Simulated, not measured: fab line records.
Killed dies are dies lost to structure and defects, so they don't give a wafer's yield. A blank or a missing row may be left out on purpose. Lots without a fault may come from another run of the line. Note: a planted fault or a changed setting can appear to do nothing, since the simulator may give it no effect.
Which tool is to blame? -- flow berkeley cmos170 -- 7 lots with 21 wafers sampled at 2 steps, on a route of 331 steps

== WHAT THE GAUGES SHOWED, per wafer ==
UCB170_V1_THK_MEAS_01.
lot,measured,on,V1_TEOS_THK (nm)
L389,day 8 14:46,film metro-02,1958 1981 1985
L392,day 9 07:20,film metro-02,1994 1978 2019
L395,day 10 06:44,film metro-04,2012 2017 2034
L401,day 11 03:50,film metro-03,1990 2045 2047
L406,day 12 02:17,film metro-03,2012 2061 2082
L407,day 12 13:43,film metro-02,1754 1799 1816
L410,day 13 08:29,film metro-02,2009 1972 2003

== WHAT TOOL EACH LOT RAN ON (gives the tool, then ch and the chambers of the sampled wafers, and finally the start) ==
lot,UCB170_V1_CVD_00
L389,"pecvd-02 ch 0,1, day 8 14:36"
L392,"pecvd-02 ch 0,2, day 9 07:11"
L395,"pecvd-01 ch 1,2, day 10 06:34"
L401,"pecvd-01 ch 0,1,2, day 11 03:41"
L406,"pecvd-01 ch 0,1, day 12 02:07"
L407,"pecvd-04 ch 0,1,2, day 12 13:34"
L410,"pecvd-01 ch 0,1,2, day 13 08:20"
- UCB170_V1_CVD_00: deposits SiO2 from TEOS/O2, target thk 2000 nm, time 250 s.

== THE ANSWER, worked out from the rows above alone ==
Rule: what is usual is taken from the lots themselves. Put in order of their means at a reading, lots are off if they are a third of the lots or fewer, leave a main group of 4 or more, and stand apart from it by a gap of 3 or more times the standard deviation of the main group's means; of several such gaps the widest counts. A main group whose means are all the same, to the digits that the tables above print for the reading, isn't used. Also off: a lot with no number at a reading for which 4 or more lots have one. All remaining lots with rows at the step are treated as sound.
Off: at UCB170_V1_THK_MEAS_01 (V1_TEOS_THK), L407. The main group has a mean of 2011 nm with a standard deviation of 25.
If a tool, at a process step before that reading, ran all the lots that are off and no sound lot after the first of them, it fits. Gauges at UCB170_V1_THK_MEAS_01: tried the same way as those tools. One fits: pecvd-04 at UCB170_V1_CVD_00. It ran no sound lot before its first lot that is off in this sample, so the start can't be narrowed down.

== WHAT WAS PUT IN BY THE SIMULATOR ==
Site profile drift: pecvd-04, from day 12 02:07 on, at UCB170_V1_CVD_00. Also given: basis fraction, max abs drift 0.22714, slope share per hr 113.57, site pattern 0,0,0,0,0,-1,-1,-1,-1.
Shown lots that were struck: L407. The rule above reached the same finding.
